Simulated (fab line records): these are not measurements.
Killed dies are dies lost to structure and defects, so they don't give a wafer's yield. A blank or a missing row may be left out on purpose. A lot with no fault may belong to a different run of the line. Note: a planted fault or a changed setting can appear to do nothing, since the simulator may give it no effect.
Which tool did it? ; flow ritCmos ; 36 wafers from 12 lots sampled at 3 of the route's 202 steps

## WHAT THE GAUGES READ, wafer by wafer
RIT_WELLDRIVE_RS_MEAS_01: the measuring method here is four-point-probe. Usual: NWELL_RS typically reads 271.8 ohm/sq, with standard deviation 0.79.
lot;measured;on;NWELL_RS (ohm/sq);flag
L131;day 2 09:54;filmMetro-02;271.9 271.9 271.5;
L132;day 2 11:19;filmMetro-04;271.9 271.8 271.2;
L133;day 2 14:56;filmMetro-04;272.1 271.4 271.5;
L134;day 2 21:58;filmMetro-04;270.5 270.4 270.2;
L135;day 3 01:05;filmMetro-03;273.7 272.9 273.3;
L138;day 3 16:40;filmMetro-04;271.5 271.4 272.1;
L143;day 4 17:38;filmMetro-02;317.5 317.6 317.6;OFF
L144;day 4 22:50;filmMetro-02;315.6 315.8 315.5;OFF
L146;day 5 09:01;filmMetro-03;271.3 270.8 271.9;
L148;day 5 16:43;filmMetro-04;272.2 270.9 271.8;
L151;day 6 08:46;filmMetro-02;272.6 272.9 272.0;
L153;day 6 18:47;filmMetro-03;270.9 271.3 271.3;

RIT_WELLDRIVE_RS_MEAS_02: the measuring method here is four-point-probe. Usual: PWELL_RS typically reads 429.3 ohm/sq, with standard deviation 1.2.
lot;measured;on;PWELL_RS (ohm/sq);flag
L131;day 2 10:01;filmMetro-02;428.8 429.1 427.1;
L132;day 2 11:26;filmMetro-04;429.0 428.8 429.0;
L133;day 2 15:04;filmMetro-04;429.9 430.8 431.2;
L134;day 2 22:05;filmMetro-04;428.5 429.8 428.5;
L135;day 3 01:13;filmMetro-03;428.5 427.9 428.2;
L138;day 3 16:47;filmMetro-04;430.7 430.9 429.9;
L143;day 4 17:45;filmMetro-02;475.7 477.7 477.1;OFF
L144;day 4 22:58;filmMetro-02;475.5 473.6 476.5;OFF
L146;day 5 09:08;filmMetro-03;428.2 427.1 427.1;
L148;day 5 16:50;filmMetro-04;429.3 430.9 429.6;
L151;day 6 08:53;filmMetro-02;429.4 428.4 426.3;
L153;day 6 18:55;filmMetro-03;429.5 429.1 428.7;

## WHICH TOOL RAN EACH LOT (tool, then ch and the chambers of the sampled wafers, then the start)
lot;RIT_WELLDRIVE_ANNEAL_00
L131;furnace-03 ch 0, day 2 04:47
L132;furnace-02 ch 0, day 2 06:13
L133;furnace-03 ch 0, day 2 09:52
L134;furnace-02 ch 0, day 2 16:51
L135;furnace-01 ch 0, day 2 19:58
L138;furnace-02 ch 0, day 3 11:33
L143;furnace-03 ch 0, day 4 12:31
L144;furnace-03 ch 0, day 4 17:46
L146;furnace-01 ch 0, day 5 03:56
L148;furnace-01 ch 0, day 5 11:38
L151;furnace-01 ch 0, day 6 03:41
L153;furnace-01 ch 0, day 6 13:41
- RIT_WELLDRIVE_ANNEAL_00: time 14700 s.

## AS READ BY THE TOOLS THEMSELVES (means over the sampled wafers that have a number; for cases with no such wafer, the mark the record gives instead)
RIT_WELLDRIVE_ANNEAL_00. Usual: runLengthS 18270 s, standard deviation 6.6; tube_center_temp_C_max 1102.8, standard deviation 0.48.
lot;tool;runLengthS (s);tube_center_temp_C_max;flag
L131;furnace-03;18263;1103.0;
L132;furnace-02;18277;1102.9;
L133;furnace-03;18272;1103.1;
L134;furnace-02;18271;1102.7;
L135;furnace-01;18276;1103.0;
L138;furnace-02;18268;1102.5;
L143;furnace-03;9444;1102.7;OFF
L144;furnace-03;9441;1102.3;OFF
L146;furnace-01;18277;1102.6;
L148;furnace-01;18276;1102.7;
L151;furnace-01;18278;1103.0;
L153;furnace-01;18278;1102.7;

## THE ANSWER, worked out from the rows above alone
Rule: take the mean of a lot's wafers that have a number; if it is more than 3 standard deviations from the usual mean, the lot is off. A lot without any number at a reading at which 4 lots or more have one is off too. Where the step has rows for the other lots, those lots are counted as sound. The gauges are gone through in route order, then the tools' own readings, and for those a lot's mean is taken as printed above. At the first step where some lot is off, the reading lying furthest off is the one used; lots without a number count as furthest.
Off: at RIT_WELLDRIVE_RS_MEAS_01 (NWELL_RS), L143, L144.
If a tool, at a process step before that reading, ran all the lots that are off and no sound lot after the first of them, it fits. The gauges at RIT_WELLDRIVE_RS_MEAS_01 aren't tried: what is off there is off at RIT_WELLDRIVE_ANNEAL_00 too, on other tools, and a gauge's error can't cause that. One fits: RIT_WELLDRIVE_ANNEAL_00 on furnace-03. A fault onset in the window from L133 (day 2 09:52, its last sound lot) to L143 (day 4 12:31, its first lot off) fits.
On the lots that are off, the tool's own readings at RIT_WELLDRIVE_ANNEAL_00 differ by more than 5 times the standard deviation of the sound lots' means, which bears it out; runLengthS reads 9442 s there versus 18274 s on the sound lots.

## WHAT THE SIMULATOR HAD INSERTED
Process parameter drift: furnace-03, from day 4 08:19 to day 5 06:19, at RIT_WELLDRIVE_ANNEAL_00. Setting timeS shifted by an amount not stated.
Shown lots that were struck: L143, L144. This agrees with what the rule above found.
